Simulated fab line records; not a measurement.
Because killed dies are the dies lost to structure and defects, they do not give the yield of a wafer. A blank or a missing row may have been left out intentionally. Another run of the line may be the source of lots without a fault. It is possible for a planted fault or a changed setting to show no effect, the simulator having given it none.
Which tool is to blame? / flow berkeley-cmos170 / 72 wafers from 24 lots sampled at 6 of the route's 331 steps

WHAT EACH GAUGE READ, for each wafer
UCB170_ACTIVE_CD_MEAS_90: target cd 1200 nm.
lot=L074; measured=day 5 07:45; on=cd-sem-01; cd-nm (nm)=1199.3 1199.4 1198.9
lot=L075; measured=day 5 07:26; on=cd-sem-02; cd-nm (nm)=1202.4 1202.6 1202.0
lot=L076; measured=day 5 07:33; on=cd-sem-02; cd-nm (nm)=1202.6 1200.8 1200.8
lot=L077; measured=day 5 18:32; on=cd-sem-02; cd-nm (nm)=1201.1 1200.1 1200.0
lot=L078; measured=day 5 19:08; on=cd-sem-02; cd-nm (nm)=1199.5 1201.0 1199.2
lot=L079; measured=day 5 18:12; on=cd-sem-02; cd-nm (nm)=1198.7 1200.5 1199.7
lot=L081; measured=day 6 06:49; on=cd-sem-02; cd-nm (nm)=1199.8 1199.4 1200.7
lot=L080; measured=day 6 06:34; on=cd-sem-01; cd-nm (nm)=1203.0 1203.6 1202.3
lot=L083; measured=day 6 19:35; on=cd-sem-01; cd-nm (nm)=1199.3 1199.9 1200.2
lot=L082; measured=day 6 19:44; on=cd-sem-01; cd-nm (nm)=1200.1 1200.4 1201.1
lot=L084; measured=day 7 03:08; on=cd-sem-02; cd-nm (nm)=1199.0 1197.1 1197.5
lot=L085; measured=day 7 03:14; on=cd-sem-01; cd-nm (nm)=1201.2 1200.6 1200.3
lot=L086; measured=day 7 03:23; on=cd-sem-02; cd-nm (nm)=1200.0 1200.5 1199.7
lot=L087; measured=day 7 17:01; on=cd-sem-02; cd-nm (nm)=1201.2 1202.6 1202.0
lot=L088; measured=day 7 17:04; on=cd-sem-01; cd-nm (nm)=1199.6 1199.0 1199.0
lot=L089; measured=day 8 00:47; on=cd-sem-01; cd-nm (nm)=1200.9 1201.4 1201.4
lot=L090; measured=day 8 00:44; on=cd-sem-02; cd-nm (nm)=1200.0 1199.3 1199.0
lot=L091; measured=day 8 01:04; on=cd-sem-02; cd-nm (nm)=1200.5 1201.8 1202.4
lot=L093; measured=day 9 02:18; on=cd-sem-01; cd-nm (nm)=1200.3 1199.1 1200.6
lot=L092; measured=day 9 02:07; on=cd-sem-02; cd-nm (nm)=1201.5 1200.7 1200.6
lot=L094; measured=day 9 02:56; on=cd-sem-01; cd-nm (nm)=1200.3 1198.8 1200.9
lot=L095; measured=day 9 02:11; on=cd-sem-01; cd-nm (nm)=1201.1 1201.5 1202.4
lot=L096; measured=day 9 02:22; on=cd-sem-02; cd-nm (nm)=1197.5 1199.2 1197.9
lot=L097; measured=day 9 15:56; on=cd-sem-02; cd-nm (nm)=1198.6 1199.7 1200.1

UCB170_V2_OVL_MEAS_13.
lot=L074; measured=day 9 02:56; on=overlay-02; V2_OVL (nm)=-4 4 5
lot=L075; measured=day 9 03:17; on=overlay-02; V2_OVL (nm)=4 7 -1
lot=L076; measured=day 9 04:54; on=overlay-01; V2_OVL (nm)=0 10 11
lot=L077; measured=day 9 09:59; on=overlay-01; V2_OVL (nm)=4 -6 -2
lot=L078; measured=day 9 11:16; on=overlay-01; V2_OVL (nm)=1 -1 1
lot=L079; measured=day 9 10:07; on=overlay-02; V2_OVL (nm)=-6 -3 7
lot=L081; measured=day 9 23:50; on=overlay-02; V2_OVL (nm)=-6 3 4
lot=L080; measured=day 10 00:07; on=overlay-01; V2_OVL (nm)=-1 2 -5
lot=L083; measured=day 10 09:00; on=overlay-02; V2_OVL (nm)=-5 -11 -7
lot=L082; measured=day 10 07:45; on=overlay-02; V2_OVL (nm)=-9 -4 2
lot=L084; measured=day 10 23:43; on=overlay-01; V2_OVL (nm)=0 3 4
lot=L085; measured=day 11 00:45; on=overlay-01; V2_OVL (nm)=6 3 3
lot=L086; measured=day 10 18:25; on=overlay-02; V2_OVL (nm)=5 8 -2
lot=L087; measured=day 11 03:49; on=overlay-01; V2_OVL (nm)=4 -3 3
lot=L088; measured=day 11 05:39; on=overlay-02; V2_OVL (nm)=-5 3 -5
lot=L089; measured=day 11 23:14; on=overlay-02; V2_OVL (nm)=5 1 -7
lot=L090; measured=day 11 23:47; on=overlay-01; V2_OVL (nm)=5 10 -5
lot=L091; measured=day 12 00:02; on=overlay-01; V2_OVL (nm)=7 3 8
lot=L093; measured=day 12 17:54; on=overlay-02; V2_OVL (nm)=3 -1 1
lot=L092; measured=day 12 23:53; on=overlay-01; V2_OVL (nm)=3 11 14
lot=L094; measured=day 13 02:14; on=overlay-01; V2_OVL (nm)=1 -3 4
lot=L095; measured=day 13 01:57; on=overlay-02; V2_OVL (nm)=-1 -1 2
lot=L096; measured=day 13 00:31; on=overlay-02; V2_OVL (nm)=5 -2 8
lot=L097; measured=day 13 09:43; on=overlay-02; V2_OVL (nm)=4 -3 1

WHAT TOOL EACH LOT RAN ON (gives the tool, then ch and the chambers of the sampled wafers, and finally the start)
lot=L074; UCB170_ZERO_ETCH_06=rie-diel-03 ch 1,2,3, day 2 00:41; UCB170_PWELL_ETCH_14=rie-diel-01 ch 0,1,3, day 3 16:17; UCB170_GATE_ETCH_14=rie-diel-02 ch 0,1,2, day 7 13:52; UCB170_GATE_ETCH_15=rie-si-02 ch 0,1,2, day 7 13:55
lot=L075; UCB170_ZERO_ETCH_06=rie-diel-02 ch 1,2, day 2 00:52; UCB170_PWELL_ETCH_14=rie-diel-02 ch 1,2, day 3 16:26; UCB170_GATE_ETCH_14=rie-diel-03 ch 0,3, day 7 13:36; UCB170_GATE_ETCH_15=rie-si-02 ch 0,1,2, day 7 13:38
lot=L076; UCB170_ZERO_ETCH_06=rie-diel-02 ch 1,3, day 2 08:56; UCB170_PWELL_ETCH_14=rie-diel-04 ch 1,2,3, day 3 23:37; UCB170_GATE_ETCH_14=rie-diel-01 ch 0,2,3, day 7 13:41; UCB170_GATE_ETCH_15=rie-si-01 ch 0,2, day 7 13:44
lot=L077; UCB170_ZERO_ETCH_06=rie-diel-03 ch 0,1,3, day 2 13:26; UCB170_PWELL_ETCH_14=rie-diel-02 ch 0,1,2, day 4 05:52; UCB170_GATE_ETCH_14=rie-diel-02 ch 0,1,3, day 7 21:08; UCB170_GATE_ETCH_15=rie-si-01 ch 0,1,3, day 7 21:11
lot=L078; UCB170_ZERO_ETCH_06=rie-diel-01 ch 0,2,3, day 2 19:43; UCB170_PWELL_ETCH_14=rie-diel-04 ch 0,1,2, day 4 06:07; UCB170_GATE_ETCH_14=rie-diel-01 ch 0,1,2, day 7 20:52; UCB170_GATE_ETCH_15=rie-si-02 ch 0,2,3, day 7 20:55
lot=L079; UCB170_ZERO_ETCH_06=rie-diel-03 ch 1,2,3, day 3 00:18; UCB170_PWELL_ETCH_14=rie-diel-01 ch 0,3, day 4 06:14; UCB170_GATE_ETCH_14=rie-diel-03 ch 2,3, day 7 20:35; UCB170_GATE_ETCH_15=rie-si-01 ch 0,3, day 7 20:38
lot=L081; UCB170_ZERO_ETCH_06=rie-diel-01 ch 0,2,3, day 3 09:50; UCB170_PWELL_ETCH_14=rie-diel-02 ch 1,2, day 4 21:20; UCB170_GATE_ETCH_14=rie-diel-03 ch 1,2,3, day 8 13:58; UCB170_GATE_ETCH_15=rie-si-02 ch 0,2,3, day 8 14:01
lot=L080; UCB170_ZERO_ETCH_06=rie-diel-03 ch 2,3, day 3 10:10; UCB170_PWELL_ETCH_14=rie-diel-04 ch 0,1,3, day 4 21:38; UCB170_GATE_ETCH_14=rie-diel-01 ch 0,3, day 8 14:15; UCB170_GATE_ETCH_15=rie-si-01 ch 0,2, day 8 14:17
lot=L083; UCB170_ZERO_ETCH_06=rie-diel-01 ch 1,2,3, day 3 18:55; UCB170_PWELL_ETCH_14=rie-diel-02 ch 0,1,3, day 5 08:46; UCB170_GATE_ETCH_14=rie-diel-03 ch 0,2,3, day 8 21:39; UCB170_GATE_ETCH_15=rie-si-02 ch 1,2, day 8 21:41
lot=L082; UCB170_ZERO_ETCH_06=rie-diel-03 ch 0,2,3, day 3 19:05; UCB170_PWELL_ETCH_14=rie-diel-04 ch 0,2,3, day 5 09:02; UCB170_GATE_ETCH_14=rie-diel-01 ch 0,1,3, day 8 21:56; UCB170_GATE_ETCH_15=rie-si-01 ch 1,2, day 8 21:58
lot=L084; UCB170_ZERO_ETCH_06=rie-diel-01 ch 0,1, day 4 02:37; UCB170_PWELL_ETCH_14=rie-diel-04 ch 2,3, day 5 20:00; UCB170_GATE_ETCH_14=rie-diel-01 ch 1,3, day 9 08:58; UCB170_GATE_ETCH_15=rie-si-02 ch 1,2, day 9 09:01
lot=L085; UCB170_ZERO_ETCH_06=rie-diel-03 ch 1,2, day 4 02:51; UCB170_PWELL_ETCH_14=rie-diel-01 ch 1,2,3, day 5 19:20; UCB170_GATE_ETCH_14=rie-diel-01 ch 2,3, day 9 08:41; UCB170_GATE_ETCH_15=rie-si-02 ch 1,2,3, day 9 08:44
lot=L086; UCB170_ZERO_ETCH_06=rie-diel-03 ch 0,1, day 4 11:16; UCB170_PWELL_ETCH_14=rie-diel-01 ch 0,2, day 5 22:20; UCB170_GATE_ETCH_14=rie-diel-02 ch 1,2,3, day 9 08:57; UCB170_GATE_ETCH_15=rie-si-01 ch 1,2, day 9 08:59
lot=L087; UCB170_ZERO_ETCH_06=rie-diel-03 ch 0,2, day 4 15:55; UCB170_PWELL_ETCH_14=rie-diel-02 ch 0,2,3, day 6 09:22; UCB170_GATE_ETCH_14=rie-diel-03 ch 1,2, day 9 17:43; UCB170_GATE_ETCH_15=rie-si-01 ch 0,2, day 9 17:46
lot=L088; UCB170_ZERO_ETCH_06=rie-diel-01 ch 2,3, day 4 21:29; UCB170_PWELL_ETCH_14=rie-diel-01 ch 0,2,3, day 6 09:06; UCB170_GATE_ETCH_14=rie-diel-02 ch 0,3, day 9 17:58; UCB170_GATE_ETCH_15=rie-si-02 ch 1,2,3, day 9 18:00
lot=L089; UCB170_ZERO_ETCH_06=rie-diel-01 ch 0,1,3, day 5 05:33; UCB170_PWELL_ETCH_14=rie-diel-04 ch 0,1,3, day 6 15:53; UCB170_GATE_ETCH_14=rie-diel-03 ch 1,2,3, day 10 11:47; UCB170_GATE_ETCH_15=rie-si-01 ch 0,3, day 10 11:49
lot=L090; UCB170_ZERO_ETCH_06=rie-diel-01 ch 0,3, day 5 10:31; UCB170_PWELL_ETCH_14=rie-diel-01 ch 0,1,2, day 6 15:56; UCB170_GATE_ETCH_14=rie-diel-02 ch 0,1, day 10 12:03; UCB170_GATE_ETCH_15=rie-si-02 ch 0,1, day 10 12:05
lot=L091; UCB170_ZERO_ETCH_06=rie-diel-03 ch 0,2,3, day 5 10:51; UCB170_PWELL_ETCH_14=rie-diel-02 ch 2,3, day 6 16:10; UCB170_GATE_ETCH_14=rie-diel-03 ch 1,2,3, day 10 12:14; UCB170_GATE_ETCH_15=rie-si-01 ch 0,3, day 10 12:17
lot=L093; UCB170_ZERO_ETCH_06=rie-diel-03 ch 0,1, day 5 18:07; UCB170_PWELL_ETCH_14=rie-diel-04 ch 0,1, day 7 13:18; UCB170_GATE_ETCH_14=rie-diel-03 ch 0,2, day 11 09:45; UCB170_GATE_ETCH_15=rie-si-02 ch 0,3, day 11 09:47
lot=L092; UCB170_ZERO_ETCH_06=rie-diel-02 ch 0,2, day 5 18:31; UCB170_PWELL_ETCH_14=rie-diel-02 ch 0,1,3, day 7 13:25; UCB170_GATE_ETCH_14=rie-diel-01 ch 1,2, day 11 09:52; UCB170_GATE_ETCH_15=rie-si-01 ch 1,2,3, day 11 09:56
lot=L094; UCB170_ZERO_ETCH_06=rie-diel-01 ch 0,1,3, day 6 03:05; UCB170_PWELL_ETCH_14=rie-diel-02 ch 0,3, day 7 18:22; UCB170_GATE_ETCH_14=rie-diel-02 ch 2,3, day 11 09:59; UCB170_GATE_ETCH_15=rie-si-02 ch 0,1,3, day 11 10:02
lot=L095; UCB170_ZERO_ETCH_06=rie-diel-03 ch 0,1,2, day 6 10:10; UCB170_PWELL_ETCH_14=rie-diel-02 ch 0,1,2, day 7 19:11; UCB170_GATE_ETCH_14=rie-diel-03 ch 2,3, day 11 10:14; UCB170_GATE_ETCH_15=rie-si-01 ch 1,2, day 11 10:16
lot=L096; UCB170_ZERO_ETCH_06=rie-diel-01 ch 0,1,3, day 6 10:20; UCB170_PWELL_ETCH_14=rie-diel-01 ch 0,1,2, day 7 19:06; UCB170_GATE_ETCH_14=rie-diel-01 ch 1,2,3, day 11 10:21; UCB170_GATE_ETCH_15=rie-si-02 ch 0,2,3, day 11 10:23
lot=L097; UCB170_ZERO_ETCH_06=rie-diel-01 ch 0,2, day 6 18:11; UCB170_PWELL_ETCH_14=rie-diel-04 ch 1,2, day 8 04:32; UCB170_GATE_ETCH_14=rie-diel-01 ch 0,2, day 11 21:40; UCB170_GATE_ETCH_15=rie-si-01 ch 0,1,2, day 11 21:42
- UCB170_ZERO_ETCH_06: etches SiO2 in CHF3/CF4/Ar, time 12 s.
- UCB170_PWELL_ETCH_14: etches Si3N4 in CH3F/Ar/O2, stops on SiO2, target depth 242 nm, time 151 s.
- UCB170_GATE_ETCH_14: etches BARC in N2/H2.
- UCB170_GATE_ETCH_15: etches poly-Si in HBr/Cl2, stops on SiO2, time 56.3 s, target depth 278.2 nm.

WHAT THE TOOLS THEMSELVES READ (means of the sampled wafers that have a number; where no wafer has one, the mark that the record gives instead)
UCB170_ZERO_ETCH_06.
lot=L074; tool=rie-diel-03; CHF3_flow_sccm (sccm)=50.07; drypump-motor-current-A (A)=5.5; oes-product-au (a.u.)=0.625; throttle-valve-pct (%)=9.15
lot=L075; tool=rie-diel-02; CHF3_flow_sccm (sccm)=49.93; drypump-motor-current-A (A)=5.8; oes-product-au (a.u.)=0.614; throttle-valve-pct (%)=9.21
lot=L076; tool=rie-diel-02; CHF3_flow_sccm (sccm)=49.95; drypump-motor-current-A (A)=5.5; oes-product-au (a.u.)=0.606; throttle-valve-pct (%)=9.20
lot=L077; tool=rie-diel-03; CHF3_flow_sccm (sccm)=50.03; drypump-motor-current-A (A)=5.4; oes-product-au (a.u.)=0.624; throttle-valve-pct (%)=9.16
lot=L078; tool=rie-diel-01; CHF3_flow_sccm (sccm)=50.04; drypump-motor-current-A (A)=5.5; oes-product-au (a.u.)=0.611; throttle-valve-pct (%)=9.25
lot=L079; tool=rie-diel-03; CHF3_flow_sccm (sccm)=50.03; drypump-motor-current-A (A)=5.5; oes-product-au (a.u.)=0.625; throttle-valve-pct (%)=9.16
lot=L081; tool=rie-diel-01; CHF3_flow_sccm (sccm)=49.92; drypump-motor-current-A (A)=5.5; oes-product-au (a.u.)=0.614; throttle-valve-pct (%)=9.27
lot=L080; tool=rie-diel-03; CHF3_flow_sccm (sccm)=50.09; drypump-motor-current-A (A)=5.4; oes-product-au (a.u.)=0.628; throttle-valve-pct (%)=9.24
lot=L083; tool=rie-diel-01; CHF3_flow_sccm (sccm)=49.90; drypump-motor-current-A (A)=5.9; oes-product-au (a.u.)=0.607; throttle-valve-pct (%)=9.25
lot=L082; tool=rie-diel-03; CHF3_flow_sccm (sccm)=50.27; drypump-motor-current-A (A)=5.9; oes-product-au (a.u.)=0.625; throttle-valve-pct (%)=9.26
lot=L084; tool=rie-diel-01; CHF3_flow_sccm (sccm)=50.01; drypump-motor-current-A (A)=6.3; oes-product-au (a.u.)=0.608; throttle-valve-pct (%)=9.26
lot=L085; tool=rie-diel-03; CHF3_flow_sccm (sccm)=50.20; drypump-motor-current-A (A)=6.1; oes-product-au (a.u.)=0.628; throttle-valve-pct (%)=9.17
lot=L086; tool=rie-diel-03; CHF3_flow_sccm (sccm)=50.08; drypump-motor-current-A (A)=5.4; oes-product-au (a.u.)=0.617; throttle-valve-pct (%)=9.09
lot=L087; tool=rie-diel-03; CHF3_flow_sccm (sccm)=50.12; drypump-motor-current-A (A)=6.4; oes-product-au (a.u.)=0.616; throttle-valve-pct (%)=9.27
lot=L088; tool=rie-diel-01; CHF3_flow_sccm (sccm)=49.96; drypump-motor-current-A (A)=5.6; oes-product-au (a.u.)=0.605; throttle-valve-pct (%)=9.26
lot=L089; tool=rie-diel-01; CHF3_flow_sccm (sccm)=49.99; drypump-motor-current-A (A)=6.1; oes-product-au (a.u.)=0.605; throttle-valve-pct (%)=9.27
lot=L090; tool=rie-diel-01; CHF3_flow_sccm (sccm)=49.75; drypump-motor-current-A (A)=5.8; oes-product-au (a.u.)=0.616; throttle-valve-pct (%)=9.27
lot=L091; tool=rie-diel-03; CHF3_flow_sccm (sccm)=49.99; drypump-motor-current-A (A)=5.9; oes-product-au (a.u.)=0.621; throttle-valve-pct (%)=9.25
lot=L093; tool=rie-diel-03; CHF3_flow_sccm (sccm)=50.01; drypump-motor-current-A (A)=5.8; oes-product-au (a.u.)=0.612; throttle-valve-pct (%)=9.18
lot=L092; tool=rie-diel-02; CHF3_flow_sccm (sccm)=50.24; drypump-motor-current-A (A)=5.7; oes-product-au (a.u.)=0.625; throttle-valve-pct (%)=9.11
lot=L094; tool=rie-diel-01; CHF3_flow_sccm (sccm)=49.92; drypump-motor-current-A (A)=6.1; oes-product-au (a.u.)=0.607; throttle-valve-pct (%)=9.27
lot=L095; tool=rie-diel-03; CHF3_flow_sccm (sccm)=50.05; drypump-motor-current-A (A)=6.0; oes-product-au (a.u.)=0.621; throttle-valve-pct (%)=9.18
lot=L096; tool=rie-diel-01; CHF3_flow_sccm (sccm)=50.24; drypump-motor-current-A (A)=6.1; oes-product-au (a.u.)=0.610; throttle-valve-pct (%)=9.27
lot=L097; tool=rie-diel-01; CHF3_flow_sccm (sccm)=50.04; drypump-motor-current-A (A)=5.5; oes-product-au (a.u.)=0.618; throttle-valve-pct (%)=9.27

UCB170_PWELL_ETCH_14.
lot=L074; tool=rie-diel-01; drypump-motor-current-A (A)=6.1; oes-product-au (a.u.)=0.924; throttle-valve-pct (%)=8.07
lot=L075; tool=rie-diel-02; drypump-motor-current-A (A)=5.8; oes-product-au (a.u.)=0.937; throttle-valve-pct (%)=8.03
lot=L076; tool=rie-diel-04; drypump-motor-current-A (A)=6.1; oes-product-au (a.u.)=0.937; throttle-valve-pct (%)=7.97
lot=L077; tool=rie-diel-02; drypump-motor-current-A (A)=5.7; oes-product-au (a.u.)=0.948; throttle-valve-pct (%)=7.98
lot=L078; tool=rie-diel-04; drypump-motor-current-A (A)=6.1; oes-product-au (a.u.)=0.942; throttle-valve-pct (%)=7.95
lot=L079; tool=rie-diel-01; drypump-motor-current-A (A)=5.8; oes-product-au (a.u.)=0.931; throttle-valve-pct (%)=8.06
lot=L081; tool=rie-diel-02; drypump-motor-current-A (A)=5.7; oes-product-au (a.u.)=0.938; throttle-valve-pct (%)=8.05
lot=L080; tool=rie-diel-04; drypump-motor-current-A (A)=6.0; oes-product-au (a.u.)=0.931; throttle-valve-pct (%)=7.98
lot=L083; tool=rie-diel-02; drypump-motor-current-A (A)=5.4; oes-product-au (a.u.)=0.926; throttle-valve-pct (%)=8.01
lot=L082; tool=rie-diel-04; drypump-motor-current-A (A)=5.9; oes-product-au (a.u.)=0.938; throttle-valve-pct (%)=7.94
lot=L084; tool=rie-diel-04; drypump-motor-current-A (A)=6.1; oes-product-au (a.u.)=0.944; throttle-valve-pct (%)=7.94
lot=L085; tool=rie-diel-01; drypump-motor-current-A (A)=5.8; oes-product-au (a.u.)=0.920; throttle-valve-pct (%)=8.05
lot=L086; tool=rie-diel-01; drypump-motor-current-A (A)=5.5; oes-product-au (a.u.)=0.940; throttle-valve-pct (%)=8.05
lot=L087; tool=rie-diel-02; drypump-motor-current-A (A)=5.4; oes-product-au (a.u.)=0.941; throttle-valve-pct (%)=8.01
lot=L088; tool=rie-diel-01; drypump-motor-current-A (A)=5.5; oes-product-au (a.u.)=0.925; throttle-valve-pct (%)=8.05
lot=L089; tool=rie-diel-04; drypump-motor-current-A (A)=6.0; oes-product-au (a.u.)=0.939; throttle-valve-pct (%)=8.00
lot=L090; tool=rie-diel-01; drypump-motor-current-A (A)=5.8; oes-product-au (a.u.)=0.933; throttle-valve-pct (%)=8.06
lot=L091; tool=rie-diel-02; drypump-motor-current-A (A)=5.2; oes-product-au (a.u.)=0.928; throttle-valve-pct (%)=8.08
lot=L093; tool=rie-diel-04; drypump-motor-current-A (A)=6.1; oes-product-au (a.u.)=0.942; throttle-valve-pct (%)=7.99
lot=L092; tool=rie-diel-02; drypump-motor-current-A (A)=5.4; oes-product-au (a.u.)=0.926; throttle-valve-pct (%)=8.02
lot=L094; tool=rie-diel-02; drypump-motor-current-A (A)=5.1; oes-product-au (a.u.)=0.919; throttle-valve-pct (%)=8.03
lot=L095; tool=rie-diel-02; drypump-motor-current-A (A)=5.7; oes-product-au (a.u.)=0.938; throttle-valve-pct (%)=7.98
lot=L096; tool=rie-diel-01; drypump-motor-current-A (A)=5.8; oes-product-au (a.u.)=0.938; throttle-valve-pct (%)=8.06
lot=L097; tool=rie-diel-04; drypump-motor-current-A (A)=6.2; oes-product-au (a.u.)=0.946; throttle-valve-pct (%)=7.93

UCB170_GATE_ETCH_14.
lot=L074; tool=rie-diel-02; drypump-motor-current-A (A)=5.7; oes-product-au (a.u.)=0.978; throttle-valve-pct (%)=13.15
lot=L075; tool=rie-diel-03; drypump-motor-current-A (A)=5.8; oes-product-au (a.u.)=0.967; throttle-valve-pct (%)=13.39
lot=L076; tool=rie-diel-01; drypump-motor-current-A (A)=5.5; oes-product-au (a.u.)=0.992; throttle-valve-pct (%)=13.26
lot=L077; tool=rie-diel-02; drypump-motor-current-A (A)=5.4; oes-product-au (a.u.)=0.968; throttle-valve-pct (%)=13.25
lot=L078; tool=rie-diel-01; drypump-motor-current-A (A)=5.8; oes-product-au (a.u.)=0.996; throttle-valve-pct (%)=13.26
lot=L079; tool=rie-diel-03; drypump-motor-current-A (A)=5.5; oes-product-au (a.u.)=1.010; throttle-valve-pct (%)=13.23
lot=L081; tool=rie-diel-03; drypump-motor-current-A (A)=5.5; oes-product-au (a.u.)=0.993; throttle-valve-pct (%)=13.19
lot=L080; tool=rie-diel-01; drypump-motor-current-A (A)=5.9; oes-product-au (a.u.)=0.987; throttle-valve-pct (%)=13.27
lot=L083; tool=rie-diel-03; drypump-motor-current-A (A)=6.0; oes-product-au (a.u.)=0.991; throttle-valve-pct (%)=13.31
lot=L082; tool=rie-diel-01; drypump-motor-current-A (A)=6.1; oes-product-au (a.u.)=0.989; throttle-valve-pct (%)=13.27
lot=L084; tool=rie-diel-01; drypump-motor-current-A (A)=6.4; oes-product-au (a.u.)=0.980; throttle-valve-pct (%)=13.27
lot=L085; tool=rie-diel-01; drypump-motor-current-A (A)=5.3; oes-product-au (a.u.)=0.972; throttle-valve-pct (%)=13.23
lot=L086; tool=rie-diel-02; drypump-motor-current-A (A)=5.5; oes-product-au (a.u.)=0.972; throttle-valve-pct (%)=13.23
lot=L087; tool=rie-diel-03; drypump-motor-current-A (A)=6.0; oes-product-au (a.u.)=1.002; throttle-valve-pct (%)=13.20
lot=L088; tool=rie-diel-02; drypump-motor-current-A (A)=5.2; oes-product-au (a.u.)=0.972; throttle-valve-pct (%)=13.29
lot=L089; tool=rie-diel-03; drypump-motor-current-A (A)=5.5; oes-product-au (a.u.)=0.996; throttle-valve-pct (%)=13.19
lot=L090; tool=rie-diel-02; drypump-motor-current-A (A)=5.7; oes-product-au (a.u.)=0.990; throttle-valve-pct (%)=13.18
lot=L091; tool=rie-diel-03; drypump-motor-current-A (A)=5.5; oes-product-au (a.u.)=0.987; throttle-valve-pct (%)=13.20
lot=L093; tool=rie-diel-03; drypump-motor-current-A (A)=6.5; oes-product-au (a.u.)=0.999; throttle-valve-pct (%)=13.31
lot=L092; tool=rie-diel-01; drypump-motor-current-A (A)=5.5; oes-product-au (a.u.)=0.976; throttle-valve-pct (%)=13.24
lot=L094; tool=rie-diel-02; drypump-motor-current-A (A)=5.6; oes-product-au (a.u.)=1.000; throttle-valve-pct (%)=13.18
lot=L095; tool=rie-diel-03; drypump-motor-current-A (A)=6.0; oes-product-au (a.u.)=1.019; throttle-valve-pct (%)=13.23
lot=L096; tool=rie-diel-01; drypump-motor-current-A (A)=5.8; oes-product-au (a.u.)=0.974; throttle-valve-pct (%)=13.25
lot=L097; tool=rie-diel-01; drypump-motor-current-A (A)=5.2; oes-product-au (a.u.)=0.992; throttle-valve-pct (%)=13.24

UCB170_GATE_ETCH_15.
lot=L074; tool=rie-si-02; drypump-motor-current-A (A)=5.6; oes-product-au (a.u.)=0.851; throttle-valve-pct (%)=26.27
lot=L075; tool=rie-si-02; drypump-motor-current-A (A)=5.6; oes-product-au (a.u.)=0.849; throttle-valve-pct (%)=26.27
lot=L076; tool=rie-si-01; drypump-motor-current-A (A)=5.1; oes-product-au (a.u.)=0.809; throttle-valve-pct (%)=26.30
lot=L077; tool=rie-si-01; drypump-motor-current-A (A)=5.6; oes-product-au (a.u.)=0.806; throttle-valve-pct (%)=26.47
lot=L078; tool=rie-si-02; drypump-motor-current-A (A)=5.5; oes-product-au (a.u.)=0.841; throttle-valve-pct (%)=26.28
lot=L079; tool=rie-si-01; drypump-motor-current-A (A)=5.5; oes-product-au (a.u.)=0.812; throttle-valve-pct (%)=26.38
lot=L081; tool=rie-si-02; drypump-motor-current-A (A)=5.5; oes-product-au (a.u.)=0.845; throttle-valve-pct (%)=26.28
lot=L080; tool=rie-si-01; drypump-motor-current-A (A)=5.1; oes-product-au (a.u.)=0.814; throttle-valve-pct (%)=26.30
lot=L083; tool=rie-si-02; drypump-motor-current-A (A)=5.7; oes-product-au (a.u.)=0.860; throttle-valve-pct (%)=26.36
lot=L082; tool=rie-si-01; drypump-motor-current-A (A)=5.9; oes-product-au (a.u.)=0.835; throttle-valve-pct (%)=26.77
lot=L084; tool=rie-si-02; drypump-motor-current-A (A)=5.7; oes-product-au (a.u.)=0.855; throttle-valve-pct (%)=26.37
lot=L085; tool=rie-si-02; drypump-motor-current-A (A)=5.7; oes-product-au (a.u.)=0.849; throttle-valve-pct (%)=26.38
lot=L086; tool=rie-si-01; drypump-motor-current-A (A)=5.9; oes-product-au (a.u.)=0.828; throttle-valve-pct (%)=26.76
lot=L087; tool=rie-si-01; drypump-motor-current-A (A)=5.3; oes-product-au (a.u.)=0.815; throttle-valve-pct (%)=26.50
lot=L088; tool=rie-si-02; drypump-motor-current-A (A)=5.7; oes-product-au (a.u.)=0.845; throttle-valve-pct (%)=26.36
lot=L089; tool=rie-si-01; drypump-motor-current-A (A)=5.5; oes-product-au (a.u.)=0.813; throttle-valve-pct (%)=26.32
lot=L090; tool=rie-si-02; drypump-motor-current-A (A)=5.8; oes-product-au (a.u.)=0.850; throttle-valve-pct (%)=26.20
lot=L091; tool=rie-si-01; drypump-motor-current-A (A)=5.2; oes-product-au (a.u.)=0.804; throttle-valve-pct (%)=26.21
lot=L093; tool=rie-si-02; drypump-motor-current-A (A)=5.8; oes-product-au (a.u.)=0.845; throttle-valve-pct (%)=26.30
lot=L092; tool=rie-si-01; drypump-motor-current-A (A)=5.7; oes-product-au (a.u.)=0.825; throttle-valve-pct (%)=26.65
lot=L094; tool=rie-si-02; drypump-motor-current-A (A)=5.9; oes-product-au (a.u.)=0.849; throttle-valve-pct (%)=26.29
lot=L095; tool=rie-si-01; drypump-motor-current-A (A)=5.9; oes-product-au (a.u.)=0.828; throttle-valve-pct (%)=26.76
lot=L096; tool=rie-si-02; drypump-motor-current-A (A)=5.5; oes-product-au (a.u.)=0.847; throttle-valve-pct (%)=26.27
lot=L097; tool=rie-si-01; drypump-motor-current-A (A)=5.5; oes-product-au (a.u.)=0.811; throttle-valve-pct (%)=26.53

THE ANSWER, worked out from the rows above alone
Rule: the usual values come from the lots themselves. Put in order of their means at a reading, lots are off if they are a third of the lots or fewer, leave a main group of 4 or more, and stand apart from it by a gap of 3 or more times the standard deviation of the main group's means; of several such gaps the widest counts. A main group is skipped when, at the precision printed for the reading in the tables above, its means are all equal. Also off: a lot with no number at a reading for which 4 or more lots have one. Any other lot the step has rows for is counted as sound. After the gauges, taken in route order, come the tools' own readings; for these a lot's mean is taken, as printed above. The first step at which some lot is off is used, and at that step the reading that is off furthest; a lot without a number counts as furthest.
Nothing can be told from this: no lot is off at any reading shown.

WHAT WAS PUT IN BY THE SIMULATOR
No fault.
